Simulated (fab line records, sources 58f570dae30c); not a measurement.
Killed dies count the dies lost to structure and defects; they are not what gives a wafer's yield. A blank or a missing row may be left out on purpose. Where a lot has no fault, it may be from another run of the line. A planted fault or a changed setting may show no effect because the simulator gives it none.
Comparing a struck lot with a sound one | flow berkeley_cmos170 | 43 steps out of a route of 331
Sound: the wafers L541.2, L541.3, L541.5. Struck: wafers L558.1, L558.2, L558.6. Last of all comes the cause.
For every step that has rows: the tool of each side, followed by ch and its chambers, followed by its first start. Under that, the readings that differ: sound wafers | struck wafers | difference of the means | sigmas: that difference in standard deviations of wafers without a fault.
alike: a reading whose means differ by less than 2 such deviations, as well as words and numbers matching on both sides. not compared: withheld readings; readings where some wafer has no value; bounds like >300 that might hide an equal value; numbers whose values overlap and for which the record gives no deviation.
The two part at a step that has a row with sigmas, a row that says differs or no value, or rows on one side only. When numbers do not overlap yet have no deviation, they are printed without sigmas and do not part them. A reading that every wafer of one side lacks parts them only if that side has two wafers or more.

UCB170_GATE_THK_MEAS_02:
  struck on film_metro-04, day 11 05:52; sound on film_metro-02, day 7 07:01
  alike: GATE_OXIDE_THK
then, 2 steps without rows for these wafers: UCB170_GATE_ANNEAL_03 (time 1800 s); UCB170_GATE_CVD_04 (deposits poly-Si from SiH4, time 1440 s, target thk 214 nm).
UCB170_GATE_THK_MEAS_05:
  struck on film_metro-01, day 11 11:16; sound on film_metro-04, day 7 15:29
  alike: GATE_POLY_THK
then, 6 steps without rows for these wafers: UCB170_GATE_COAT_06; UCB170_GATE_COAT_07 (resist thk 900 nm); UCB170_GATE_SOFTBAKE_08 (time 60 s); UCB170_GATE_EXPOSE_09 (exposes mask POLY, target cd 350 nm); UCB170_GATE_PEB_10; UCB170_GATE_DEVELOP_11 (develop time 45 s).
UCB170_GATE_CD_MEAS_12: the cd target is 350 nm.
  struck on cd_sem-01, day 11 12:50; sound on cd_sem-02, day 7 16:35
  alike: cd_nm
UCB170_GATE_OVL_MEAS_13:
  struck on overlay-01, day 11 12:57; sound on overlay-01, day 7 16:41
  alike: GATE_OVL
UCB170_GATE_ETCH_14: etches BARC in N2/H2.
  sound on rie_diel-01 ch 0,2,3, day 7 16:43; struck on rie_diel-01 ch 1,2,3, day 11 12:59
  alike: drypump_motor_current_A, oes_product_au, throttle_valve_pct
UCB170_GATE_ETCH_15: etches poly-Si in HBr/Cl2, stops on SiO2, time 56.3 s, target depth 278.2 nm.
  sound on rie_si-02 ch 1,2, day 7 16:45; struck on rie_si-02 ch 1,2, day 11 13:02
  alike: drypump_motor_current_A, he_backside_leak_sccm, mfc_cl2_sccm, oes_product_au, throttle_valve_pct
  not compared: rf_hours_counter_h
UCB170_GATE_STRIP_16: strips in O2.
  sound on plasma_asher-02 ch 0,1, day 7 16:48; struck on plasma_asher-04 ch 0,1, day 11 13:05
  alike: drypump_motor_current_A, oes_product_au
  not compared: rf_hours_counter_h
UCB170_GATE_CD_MEAS_90: the cd target is 350 nm.
  struck on cd_sem-01, day 11 13:11; sound on cd_sem-02, day 7 16:55
  alike: cd_nm
then, 7 steps without rows for these wafers: UCB170_GATE_CLEAN_17 (cleans in SPM, time 600 s); UCB170_PLDD_HMDS_00 (prime time 60 s); UCB170_PLDD_COAT_01 (resist thk 900 nm); UCB170_PLDD_SOFTBAKE_02 (time 60 s); UCB170_PLDD_EXPOSE_03 (exposes mask PSELECT, target cd 1200 nm); UCB170_PLDD_PEB_04; UCB170_PLDD_DEVELOP_05 (develop time 45 s).
UCB170_PLDD_CD_MEAS_06: the cd target is 1200 nm.
  struck on cd_sem-02, day 11 15:07; sound on cd_sem-02, day 7 18:23
  alike: cd_nm
UCB170_PLDD_OVL_MEAS_07:
  struck on overlay-02, day 11 15:14; sound on overlay-02, day 7 18:30
  alike: PLDD_OVL
then, 2 steps without rows for these wafers: UCB170_PLDD_IMPLANT_08; UCB170_PLDD_IMPLANT_09.
UCB170_PLDD_STRIP_10: strips in O2.
  sound on plasma_asher-01 ch 0, day 7 18:50; struck on plasma_asher-04 ch 0,1, day 11 15:34
  alike: drypump_motor_current_A, oes_product_au, strip_time_to_endpoint_s
  not compared: rf_hours_counter_h
UCB170_PLDD_TW_MEAS_11:
  struck on film_metro-03, day 11 15:40; sound on film_metro-01, day 7 18:56
  alike: PLDD_TW
then, 7 steps without rows for these wafers: UCB170_PLDD_CLEAN_12 (cleans in SPM, time 600 s); UCB170_NLDD_HMDS_00 (prime time 60 s); UCB170_NLDD_COAT_01 (resist thk 900 nm); UCB170_NLDD_SOFTBAKE_02 (time 60 s); UCB170_NLDD_EXPOSE_03 (exposes mask NSELECT, target cd 1200 nm); UCB170_NLDD_PEB_04; UCB170_NLDD_DEVELOP_05 (develop time 45 s).
UCB170_NLDD_CD_MEAS_06: the cd target is 1200 nm.
  struck on cd_sem-02, day 11 17:08; sound on cd_sem-02, day 7 20:13
  reading    | sound                | struck               | difference | sigmas
  cd_nm (nm) | 1202.1 1200.1 1201.0 | 1198.4 1198.0 1197.0 | -3.3       | -2
UCB170_NLDD_OVL_MEAS_07:
  struck on overlay-01, day 11 17:16; sound on overlay-01, day 7 20:19
  alike: NLDD_OVL
then, 2 steps without rows for these wafers: UCB170_NLDD_IMPLANT_08; UCB170_NLDD_IMPLANT_09.
UCB170_NLDD_STRIP_10: strips in O2.
  sound on plasma_asher-01 ch 1, day 7 20:39; struck on plasma_asher-01 ch 0,1, day 11 17:36
  alike: drypump_motor_current_A, oes_product_au, strip_time_to_endpoint_s
  not compared: rf_hours_counter_h
UCB170_NLDD_TW_MEAS_11:
  struck on film_metro-04, day 11 17:42; sound on film_metro-01, day 7 20:46
  alike: NLDD_TW
UCB170_M3_PROBE_99:
  the record has rows for the struck wafers here (prober-01, day 13 10:31) and none for the sound ones

## WHERE THEY PART
At UCB170_NLDD_CD_MEAS_06 first; at UCB170_M3_PROBE_99 last (within this record only).

WHY: whatever the simulator had introduced
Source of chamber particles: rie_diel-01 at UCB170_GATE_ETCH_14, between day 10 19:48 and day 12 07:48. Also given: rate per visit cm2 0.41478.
